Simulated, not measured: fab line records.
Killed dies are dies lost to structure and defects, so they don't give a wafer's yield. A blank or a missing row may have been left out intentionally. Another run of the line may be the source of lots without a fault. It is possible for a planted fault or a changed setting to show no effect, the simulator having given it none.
Matching of chambers / flow rit cmos / RIT_GATE_ETCH_19 on rie si-02 has 4 sister chambers
The step etches poly-Si in SF6/CHF3/O2, stops on SiO2, time 165 s, target depth 312.5 nm. 14 wafers are shown with their chamber, then 7 later ones without.

== EACH WAFER AND ITS CHAMBER ==
wafer=L214.2; chamber=2; drypump motor current A (A)=6.4; throttle valve pct (%)=10.44; oes product au (a.u.)=0.804
wafer=L214.3; chamber=0; drypump motor current A (A)=5.8; throttle valve pct (%)=10.33; oes product au (a.u.)=0.845
wafer=L214.6; chamber=2; drypump motor current A (A)=6.4; throttle valve pct (%)=10.45; oes product au (a.u.)=0.815
wafer=L216.1; chamber=0; drypump motor current A (A)=5.7; throttle valve pct (%)=10.35; oes product au (a.u.)=0.860
wafer=L216.2; chamber=3; drypump motor current A (A)=5.8; throttle valve pct (%)=10.26; oes product au (a.u.)=0.824
wafer=L216.3; chamber=1; drypump motor current A (A)=6.1; throttle valve pct (%)=10.27; oes product au (a.u.)=0.866
wafer=L218.2; chamber=0; drypump motor current A (A)=5.7; throttle valve pct (%)=10.31; oes product au (a.u.)=0.864
wafer=L218.3; chamber=1; drypump motor current A (A)=6.1; throttle valve pct (%)=10.28; oes product au (a.u.)=0.863
wafer=L218.6; chamber=0; drypump motor current A (A)=5.7; throttle valve pct (%)=10.34; oes product au (a.u.)=0.865
wafer=L224.3; chamber=3; drypump motor current A (A)=5.8; throttle valve pct (%)=10.26; oes product au (a.u.)=0.820
wafer=L224.4; chamber=0; drypump motor current A (A)=5.7; throttle valve pct (%)=10.33; oes product au (a.u.)=0.861
wafer=L224.6; chamber=3; drypump motor current A (A)=5.8; throttle valve pct (%)=10.24; oes product au (a.u.)=0.825
wafer=L228.3; chamber=1; drypump motor current A (A)=6.1; throttle valve pct (%)=10.26; oes product au (a.u.)=0.873
wafer=L228.5; chamber=1; drypump motor current A (A)=6.1; throttle valve pct (%)=10.26; oes product au (a.u.)=0.864

SIGNATURES (means of the wafers above)
reading=drypump motor current A; chamber 0=5.720; chamber 1=6.100; chamber 2=6.400; chamber 3=5.800; scatter within a chamber=0.0283
reading=throttle valve pct; chamber 0=10.3320; chamber 1=10.2675; chamber 2=10.4450; chamber 3=10.2533; scatter within a chamber=0.0121
reading=oes product au; chamber 0=0.85900; chamber 1=0.86650; chamber 2=0.80950; chamber 3=0.82300; scatter within a chamber=0.0063
Rule: for each reading, subtract the chamber's mean from the wafer's reading, divide by that reading's scatter and square the result; add these up over the readings and take the root, which gives the wafer's distance from the chamber. If the next closest chamber is less than 2 further off than the closest, the wafer can't be placed; otherwise it belongs to the closest. The scatter: take each reading less its chamber's mean, square it, sum over the shown wafers, divide by the number of wafers less the number of chambers, and take the root.

== WAFERS MISSING THEIR CHAMBER ==
wafer=L228.6; drypump motor current A (A)=5.7; throttle valve pct (%)=10.34; oes product au (a.u.)=0.863
wafer=L232.2; drypump motor current A (A)=5.8; throttle valve pct (%)=10.35; oes product au (a.u.)=0.864
wafer=L232.3; drypump motor current A (A)=6.5; throttle valve pct (%)=10.43; oes product au (a.u.)=0.829
wafer=L232.5; drypump motor current A (A)=5.9; throttle valve pct (%)=10.26; oes product au (a.u.)=0.831
wafer=L234.3; drypump motor current A (A)=5.8; throttle valve pct (%)=10.28; oes product au (a.u.)=0.826
wafer=L234.5; drypump motor current A (A)=6.5; throttle valve pct (%)=10.45; oes product au (a.u.)=0.834
wafer=L234.6; drypump motor current A (A)=5.7; throttle valve pct (%)=10.34; oes product au (a.u.)=0.867

== EACH ONE'S CHAMBER ==
wafer=L228.6; from the rows above=0; in truth=0
wafer=L232.2; from the rows above=0; in truth=0
wafer=L232.3; from the rows above=2; in truth=2
wafer=L232.5; from the rows above=3; in truth=3
wafer=L234.3; from the rows above=3; in truth=3
wafer=L234.5; from the rows above=2; in truth=2
wafer=L234.6; from the rows above=0; in truth=0
7 of 7 placed correctly. Can't be placed from these rows: 0. Wrongly placed: 0.
